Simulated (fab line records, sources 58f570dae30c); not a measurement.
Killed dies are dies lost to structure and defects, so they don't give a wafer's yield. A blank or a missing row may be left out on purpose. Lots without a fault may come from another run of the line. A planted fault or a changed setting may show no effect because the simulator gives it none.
Which tool did it? | flow berkeley_cmos170 | 7 lots, 21 wafers sampled, at 2 steps of a route of 331

WHAT THE GAUGES READ, wafer by wafer
UCB170_WELLDRIVE_THK_MEAS_02.
lot  | measured    | on            | WELLDRIVE_OXIDE_THK (nm)
L870 | day 3 20:22 | film_metro-01 | 198 199 197
L879 | day 5 18:04 | film_metro-01 | 180 177 182 180 178 181
L882 | day 6 14:59 | film_metro-04 | 195 200 199
L885 | day 6 21:30 | film_metro-03 | 194 194 196
L884 | day 7 03:30 | film_metro-01 | 198 200 200
L888 | day 7 15:49 | film_metro-01 | 195 200 198
L891 | day 7 16:23 | film_metro-04 | 199 203 199

WHICH TOOL RAN EACH LOT (tool, then ch and the chambers of the sampled wafers, then the start)
lot  | UCB170_WELLDRIVE_OXIDATION_01
L870 | furnace-03 ch 0, day 3 16:52
L879 | furnace-03 ch 0, day 5 14:34
L882 | furnace-04 ch 0, day 6 11:29
L885 | furnace-04 ch 0, day 6 18:00
L884 | furnace-04 ch 0, day 7 00:00
L888 | furnace-02 ch 0, day 7 12:19
L891 | furnace-04 ch 0, day 7 12:51
- UCB170_WELLDRIVE_OXIDATION_01: target thk 199 nm, ox time 9000 s.

THE ANSWER, worked out from the rows above alone
Rule: what is usual is taken from the lots themselves. Put in order of their means at a reading, lots are off if they are a third of the lots or fewer, leave a main group of 4 or more, and stand apart from it by a gap of 3 or more times the standard deviation of the main group's means; of several such gaps the widest counts. A main group whose means are all the same, to the digits that the tables above print for the reading, isn't used. A lot without any number at a reading at which 4 lots or more have one is off too. The other lots that the step has rows for count as sound.
Off: L879, at UCB170_WELLDRIVE_THK_MEAS_02 (WELLDRIVE_OXIDE_THK). The main group: mean 198 nm, standard deviation 1.8.
A tool fits if, at a process step before that reading, it ran every lot that is off, and no sound lot after the first of them. The gauges at UCB170_WELLDRIVE_THK_MEAS_02 are tried like those tools. One fits: furnace-03 at UCB170_WELLDRIVE_OXIDATION_01. Its last sound lot is L870 (day 3 16:52), its first lot that is off L879 (day 5 14:34): a fault that began between those two fits.

WHAT THE SIMULATOR HAD PUT IN
Process parameter drift: furnace-03, from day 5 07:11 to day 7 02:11, at UCB170_WELLDRIVE_OXIDATION_01. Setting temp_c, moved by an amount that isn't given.
Lots struck among those shown: L879. The rule above found the same.
